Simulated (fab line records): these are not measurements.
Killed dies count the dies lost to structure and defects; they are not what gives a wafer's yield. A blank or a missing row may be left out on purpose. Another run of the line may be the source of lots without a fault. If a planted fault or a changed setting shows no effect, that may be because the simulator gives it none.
Comparing a struck lot with a sound one + flow ritCmos + 17 out of 202 route steps
Sound: these wafers, L804.1, L804.4, L804.5. Struck: wafers L812.2, L812.3, L812.6. At the end, the cause is stated.
Each step with rows lists, per side, the tool, then ch with its chambers, then its first start. Under that, the readings that differ: sound wafers + struck wafers + difference of the means + sigmas: that difference in standard deviations of wafers without a fault.
alike: words and numbers the same on both sides, and readings whose means are apart by under 2 such deviations; not compared: readings that were withheld, readings missing a value for some wafer, numbers with overlapping values and no deviation given by the record, and bounds like >300 which may hide the same value.
A row with sigmas, a row that says differs or no value, or rows on one side alone: a step with any of these is where the two part. Non-overlapping numbers with no deviation appear without sigmas and do not part them. Lack of a reading on every wafer of one side parts them only where that side has two or more wafers.

first, 1 step without rows for these wafers: RIT_PSD_IMPLANT_08.
RIT_PSD_STRIP_09: strips in O2, time 180 s.
  sound on plasmaAsher-01 ch 0,1, day 3 18:30; struck on plasmaAsher-01 ch 0,1, day 5 18:35
  alike: drypumpMotorCurrentA, o2FlowSccm
  not compared: rfHoursCounterH
RIT_PSD_TW_MEAS_10:
  sound on filmMetro-02, day 3 18:40; struck on filmMetro-01, day 5 18:46
  alike: PSD_TW
then, 3 steps without rows for these wafers: RIT_SDANNEAL_CLEAN_00 (cleans in SC1, time 600 s); RIT_SDANNEAL_CLEAN_01 (cleans in dHF, time 30 s); RIT_SDANNEAL_CLEAN_02 (cleans in SC2, time 600 s).
RIT_SDANNEAL_RTA_03: time 5 s.
  sound on rtpAnneal-02 ch 0, day 3 19:06; struck on rtpAnneal-02 ch 0, day 5 19:11
  alike: wafer_temp_C_max
RIT_SDANNEAL_RS_MEAS_04: the measuring method here is four-point-probe.
  sound on filmMetro-03, day 3 19:10; struck on filmMetro-03, day 5 19:16
  alike: PSD_RS
RIT_SDANNEAL_RS_MEAS_05: the measuring method here is four-point-probe.
  sound on filmMetro-03, day 3 19:17; struck on filmMetro-03, day 5 19:23
  alike: NSD_RS
RIT_SDANNEAL_RS_MEAS_06: the measuring method here is four-point-probe.
  sound on filmMetro-03, day 3 19:24; struck on filmMetro-03, day 5 19:30
  alike: PLDD_RS
RIT_SDANNEAL_RS_MEAS_07: the measuring method here is four-point-probe.
  sound on filmMetro-03, day 3 19:31; struck on filmMetro-03, day 5 19:37
  alike: NLDD_RS
then, 1 step without rows for these wafers: RIT_SILICIDE_WET_ETCH_00 (etches SiO2 in BOE, target depth 14 nm, time 15 s).
RIT_SILICIDE_SPUTTER_01: material Ti, target thk 30 nm, time 240 s.
  sound on pvdSputter-02, day 3 19:39; struck on pvdSputter-02, day 5 19:44
| reading                                    | sound            | struck            | difference | sigmas |
|--------------------------------------------|------------------|-------------------|------------|--------|
| model.Ti_of_SILICIDE_SPUTTER_01.thkNm (nm) | 29.85 29.9 30.08 | 11.35 10.82 11.26 | -18.80     |        |
  alike: chamberPressurePa, throttleValvePct
RIT_SILICIDE_RS_MEAS_02: the measuring method here is four-point-probe.
  sound on filmMetro-01, day 3 19:48; struck on filmMetro-04, day 5 19:54
| reading                 | sound          | struck            | difference | sigmas      |
|-------------------------|----------------|-------------------|------------|-------------|
| SILICIDE_TI_RS (ohm/sq) | 48.2 48.1 47.6 | 168.3 179.6 169.9 | +124.6     | +99 or more |
RIT_SILICIDE_THK_MEAS_03: measures by xrf.
  sound on filmMetro-01, day 3 19:55; struck on filmMetro-04, day 5 20:01
| reading              | sound          | struck         | difference | sigmas |
|----------------------|----------------|----------------|------------|--------|
| SILICIDE_TI_THK (nm) | 30.4 30.6 30.7 | 11.6 11.1 11.5 | -19.2      | -58    |
RIT_SILICIDE_RTA_04: time 10 s, ramp up 5 s, ramp down 5 s.
  sound on rtpAnneal-01 ch 0, day 3 19:59; struck on rtpAnneal-01 ch 0, day 5 20:04
  alike: wafer_temp_C_max
RIT_M1_PROBE_99:
  sound on prober-01, day 4 02:25; struck on prober-01, day 6 02:46
| reading                            | sound             | struck            | difference | sigmas |
|------------------------------------|-------------------|-------------------|------------|--------|
| model.etest.npolyLine.lineOhmUm    | 163.9 167.4 164.7 | 359.3 388.5 372.2 | +208.0     |        |
| model.etest.ppolyLine.lineOhmUm    | 156.2 160.5 157.3 | 332.4 347.9 345.3 | +183.9     |        |
| model.etest.npolyLine.rsOhmSq      | 16.98 17.11 17    | 41.97 44.93 42.79 | +26.20     |        |
| model.etest.ppolyLine.rsOhmSq      | 16.35 16.59 16.4  | 38.83 40.62 39.66 | +23.26     |        |
| model.etest.ppolyLine.widthNm (nm) | 104.7 103.2 105.1 | 116.7 116.2 115.4 | +11.8      |        |
| model.etest.npolyLine.widthNm (nm) | 104.5 102.4 104.4 | 115.6 115.6 115.2 | +11.7      |        |
| model.etest.contactPplus.endOhmUm  | 43.79 44.96 44.86 | 30.84 30.55 30.61 | -13.87     |        |
| model.etest.npolySal.rsOhmSq       | 4.317 4.35 4.321  | 12.16 12.91 12.36 | +8.15      |        |
  alike: killedAtFrontEnd, killedDies, killedOpen, killedShort

== WHERE THEY PART ==
Last at RIT_SILICIDE_THK_MEAS_03 as far as this record goes, first at RIT_SILICIDE_RS_MEAS_02. Later steps at which nothing parts them and some readings are alike: RIT_SILICIDE_RTA_04, RIT_M1_PROBE_99.

WHY: whatever the simulator had introduced
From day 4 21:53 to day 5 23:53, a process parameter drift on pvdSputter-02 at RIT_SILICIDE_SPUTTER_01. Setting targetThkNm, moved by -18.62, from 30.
